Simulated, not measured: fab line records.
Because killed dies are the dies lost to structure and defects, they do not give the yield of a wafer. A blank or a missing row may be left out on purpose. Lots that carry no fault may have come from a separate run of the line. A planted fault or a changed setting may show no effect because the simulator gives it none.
8D (eight disciplines) problem report, filled in by code :: flow berkeley_cmos170 :: the parts of the form that need people (team, actions taken, sign-off) are left out

## 1. THE PROBLEM
Mean NLDD_RS at UCB170_SDANNEAL_RS_MEAS_05: 643.0 ohm/sq over 6 wafers in 2 lots; fault-free wafers: 616.3 ohm/sq, standard deviation 1.6. That puts it +17 standard deviations away from the usual mean.
The step: measures by four-point-probe.
Seen first at day 11 07:14 on film_metro-04, wafer L164.1. The record has a number at this step for 42 wafers belonging to 14 lots. Rule for "out", or "out of limits": more than 4 standard deviations from the usual mean. Any other wafer with a number is counted as sound.

## 2. WHAT IT IS, WHAT IT ISN'T
question: which readings at this step
is: NLDD_RS
is not: -

question: which lots
is: L164, L169
is not: L149, L151, L152, L153, L154, L156, L157, L158, L159, L160, L162, L171

question: which wafers of those lots
is: all that have a number
is not: -

question: read on which gauges
is: film_metro-03, film_metro-04
is not: film_metro-02

question: when
is: from day 11 07:14
is not: up to then (33 sound wafers); but 3 sound wafers of L171 came after

## 3. WHAT RULES OUT EACH SUSPECT
Counting: a tool at any process step up to the reading remains a suspect when it ran all the lots that are out and ran no sound lot after the first of those.
- the gauge at UCB170_SDANNEAL_RS_MEAS_05: ruled out. Those wafers that are out were read across 2 gauges (film_metro-03, film_metro-04).
- implanter-01 at UCB170_NLDD_IMPLANT_08: kept. Every lot that is out went through it, starting with L164 (day 10 16:20), and after that it ran no sound lot; the last sound lot it ran before then is L162 (day 9 23:11). On those wafers its own readings are out: dose_ions_cm2, faraday_current_uA.
- rtp_anneal-01 at UCB170_SDANNEAL_RTA_00 (time 10 s): kept. Every lot that is out went through it, starting with L164 (day 11 06:45), and after that it ran no sound lot; the last sound lot it ran before then is L162 (day 10 12:03).
Left after counting: implanter-01 at UCB170_NLDD_IMPLANT_08, rtp_anneal-01 at UCB170_SDANNEAL_RTA_00.

## 4. THE CAUSE (what the simulator had put in)
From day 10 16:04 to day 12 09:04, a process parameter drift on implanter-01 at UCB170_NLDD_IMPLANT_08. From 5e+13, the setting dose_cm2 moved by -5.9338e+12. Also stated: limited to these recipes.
Of the 2 suspects that counting leaves, this tool is one.

## 5. THE EFFECT CHAIN, in route order
One row per reading whose mean, taken over the struck wafers that have a number, lies over 3 standard deviations from the usual. Scope: only readings with a usual standard deviation given in the record; hours: median across lots of the time from each lot's start at the first step in this table that gives one to its start at this step; sigmas: change in usual standard deviations.
hours: 0
step: UCB170_NLDD_IMPLANT_08
reading: dose_ions_cm2
usual: 5.001e+13
on struck wafers: 4.412e+13
change: -5.892e+12
sigmas: -99 or more

hours: 0
step: UCB170_NLDD_IMPLANT_08
reading: faraday_current_uA
usual: 159
on struck wafers: 140
change: -19
sigmas: -5.9

hours: 17
step: UCB170_SDANNEAL_RS_MEAS_05
reading: NLDD_RS
usual: 616.3 ohm/sq
on struck wafers: 643.0
change: +26.7
sigmas: +17
The process steps in it:
- UCB170_NLDD_IMPLANT_08

## 6. WHAT WOULD HAVE CAUGHT IT SOONER
The first out-of-limits reading at a measuring or inspecting step in this record came at day 11 07:14, 15 hours after the fault's start at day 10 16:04.
Tool's own readings at UCB170_NLDD_IMPLANT_08, dose_ions_cm2, faraday_current_uA: out on all struck wafers the step has rows for; an alarm limit on them would have tripped on the first.
Lots out: 2; of these, L169 started UCB170_NLDD_IMPLANT_08 on implanter-01 after day 11 07:14. It would have been spared by a hold on the tool at that moment.
